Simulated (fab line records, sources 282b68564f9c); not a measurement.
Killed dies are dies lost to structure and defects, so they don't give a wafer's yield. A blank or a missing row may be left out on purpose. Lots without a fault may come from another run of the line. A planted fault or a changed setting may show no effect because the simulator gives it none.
Which tool did it? | flow rit_cmos | 7 lots, 21 wafers sampled, at 3 steps of a route of 202

WHAT THE GAUGES READ, wafer by wafer
RIT_SILICIDE_RS_MEAS_02: measures by four-point-probe.
lot  | measured    | on            | SILICIDE_TI_RS (ohm/sq)
L913 | day 3 18:56 | film_metro-03 | 46.8 47.1 47.4
L918 | day 5 02:47 | film_metro-02 | 47.5 47.6 47.7
L920 | day 5 07:40 | film_metro-01 | 48.6 48.2 47.7
L923 | day 6 08:26 | film_metro-02 | 48.9 48.7 49.1
L930 | day 7 15:25 | film_metro-01 | 71.7 71.4 72.1
L932 | day 7 23:56 | film_metro-03 | 48.3 49.6 48.5
L935 | day 8 07:13 | film_metro-01 | 48.5 47.9 48.3

WHICH TOOL RAN EACH LOT (tool, then ch and the chambers of the sampled wafers, then the start)
lot  | RIT_PRETRO_SOFTBAKE_02           | RIT_SILICIDE_SPUTTER_01
L913 | litho_track-04 ch 0, day 2 18:05 | pvd_sputter-02, day 3 18:47
L918 | litho_track-04 ch 0, day 3 19:17 | pvd_sputter-02, day 5 02:38
L920 | litho_track-04 ch 0, day 4 03:36 | pvd_sputter-02, day 5 07:29
L923 | litho_track-04 ch 0, day 5 00:31 | pvd_sputter-03, day 6 08:16
L930 | litho_track-01 ch 0, day 6 14:07 | pvd_sputter-03, day 7 15:16
L932 | litho_track-02 ch 0, day 6 22:26 | pvd_sputter-02, day 7 23:47
L935 | litho_track-02 ch 0, day 7 06:52 | pvd_sputter-02, day 8 07:01
- RIT_PRETRO_SOFTBAKE_02: time 60.96 s.
- RIT_SILICIDE_SPUTTER_01: material Ti, target thk 30 nm, time 240 s.

THE ANSWER, worked out from the rows above alone
Rule: what is usual is taken from the lots themselves. Put in order of their means at a reading, lots are off if they are a third of the lots or fewer, leave a main group of 4 or more, and stand apart from it by a gap of 3 or more times the standard deviation of the main group's means; of several such gaps the widest counts. A main group whose means are all the same, to the digits that the tables above print for the reading, isn't used. A lot without any number at a reading at which 4 lots or more have one is off too. The other lots that the step has rows for count as sound.
Off: L930, at RIT_SILICIDE_RS_MEAS_02 (SILICIDE_TI_RS). The main group: mean 48.1 ohm/sq, standard deviation 0.63.
A tool fits if, at a process step before that reading, it ran every lot that is off, and no sound lot after the first of them. The gauges at RIT_SILICIDE_RS_MEAS_02 are tried like those tools. Can't be told from this: 2 tools fit, litho_track-01 at RIT_PRETRO_SOFTBAKE_02, pvd_sputter-03 at RIT_SILICIDE_SPUTTER_01.

WHAT THE SIMULATOR HAD PUT IN
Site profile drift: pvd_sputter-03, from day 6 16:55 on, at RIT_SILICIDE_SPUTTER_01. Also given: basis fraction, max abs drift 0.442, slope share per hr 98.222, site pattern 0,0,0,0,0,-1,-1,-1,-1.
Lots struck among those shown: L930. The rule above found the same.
